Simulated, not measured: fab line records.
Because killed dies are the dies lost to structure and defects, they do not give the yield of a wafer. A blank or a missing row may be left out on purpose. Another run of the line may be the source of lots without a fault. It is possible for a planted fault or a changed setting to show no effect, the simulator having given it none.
Split-lot experiment | flow berkeleyCmos170 | 5 lots, 23 wafers read, on a route of 331 steps

## THE SPLIT
At UCB170_NLDD_IMPLANT_08, the setting energyKev was moved away from the recipe's 30 on 7 of the 23 wafers read, by +2.4% to +5.9%. This setting was run at the recipe's value on the other wafers.

The split's own step is where the reading is taken.

## THE READING
implant.drpNm (the simulator's own value, which no gauge read), in nm, at UCB170_NLDD_IMPLANT_08. The file gives no usual value for it.

wafer  | tool, chamber at the split | energyKev as run | against the recipe | implant.drpNm, nm | against lot-mates on the recipe
L076.1 | implanter-02, 0            | 30               | recipe             | 9.611             | -
L076.5 | implanter-02, 0            | 30               | recipe             | 9.611             | -
L076.6 | implanter-02, 0            | 30               | recipe             | 9.611             | -
L080.1 | implanter-02, 0            | 30               | recipe             | 9.611             | -
L080.3 | implanter-02, 0            | 30               | recipe             | 9.611             | -
L080.4 | implanter-02, 0            | 30               | recipe             | 9.611             | -
L080.2 | implanter-02, 0            | 30.73            | +2.4%              | 9.781             | +0.170
L080.5 | implanter-02, 0            | 30.73            | +2.4%              | 9.781             | +0.170
L082.1 | implanter-01, 0            | 30               | recipe             | 9.611             | -
L082.2 | implanter-01, 0            | 30               | recipe             | 9.611             | -
L082.4 | implanter-01, 0            | 30               | recipe             | 9.611             | -
L082.5 | implanter-01, 0            | 30.95            | +3.2%              | 9.833             | +0.222
L082.6 | implanter-01, 0            | 30.95            | +3.2%              | 9.833             | +0.222
L081.2 | implanter-02, 0            | 30               | recipe             | 9.611             | -
L081.3 | implanter-02, 0            | 30               | recipe             | 9.611             | -
L081.4 | implanter-02, 0            | 30               | recipe             | 9.611             | -
L081.5 | implanter-02, 0            | 30               | recipe             | 9.611             | -
L081.6 | implanter-02, 0            | 30               | recipe             | 9.611             | -
L085.1 | implanter-03, 0            | 31.78            | +5.9%              | 10.03             | +0.419
L085.2 | implanter-03, 0            | 31.78            | +5.9%              | 10.03             | +0.419
L085.5 | implanter-03, 0            | 31.78            | +5.9%              | 10.03             | +0.419
L085.4 | implanter-03, 0            | 30               | recipe             | 9.611             | -
L085.6 | implanter-03, 0            | 30               | recipe             | 9.611             | -

FIT RESULTS
A straight line over all 23 wafers: implant.drpNm changes by +0.0705 nm for each +1% of energyKev; r = +1.00; the points scatter about the line by 0.00065 nm.
The same after taking each lot's own level away (the mean of its wafers on the recipe; 23 wafers): +0.0705 nm for each +1%; r = +1.00; scatter 0.00065 nm.
Per that fit: largest energyKev move, reading shift of 0.42 nm.
The lots' own levels span 9.6110 to 9.6110 nm.
Hence the lot-to-lot level has little effect on the slope; both slopes agree.
Check: with one of the wafers moved furthest among these (+5.9%) left out of the fit, the line predicts +0.418 nm for it against its lot-mates. Against them it came out at +0.419 nm.

## ADDITIONAL SPLITS CARRIED BY THESE WAFERS
Other splits were also applied to these wafers ahead of the reading. Each is held against what the fit with the lots' levels taken away leaves over:
other split on the same wafers    | wafers away from the commonest value | r with implant.drpNm (lot level and that fit taken away)
UCB170_ZERO_COAT_01 resistThkNm   | 6                                    | +0.15
UCB170_NWELL_CVD_04 pressureMtorr | 18                                   | +0.26
UCB170_NWELL_IMPLANT_14 energyKev | 7                                    | -0.16
UCB170_ACTIVE_COAT_08 resistThkNm | 8                                    | +0.33
UCB170_ACTIVE_ETCH_15 timeS       | 10                                   | -0.38
UCB170_PVT_COAT_01 spinRpm        | 7                                    | +0.36
UCB170_GATE_OXIDATION_01 tempC    | 18                                   | +0.53
UCB170_GATE_ETCH_15 overEtchFrac  | 10                                   | +0.30

## THE WHOLE CHAIN: every reading that the file lists as answering this split, in the file's order
step                   | what it does | reading                                                        | change (the file's fit)                | r (the file's)
UCB170_NLDD_IMPLANT_08 |              | implant.rpNm (the simulator's own value, which no gauge read)  | +0.167 nm for each +1% of the setting  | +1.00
UCB170_NLDD_IMPLANT_08 |              | implant.drpNm (the simulator's own value, which no gauge read) | +0.0702 nm for each +1% of the setting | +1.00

## FILE'S OWN FIT
implant.drpNm changes by +0.0702 nm for each +1% of energyKev, r = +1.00.
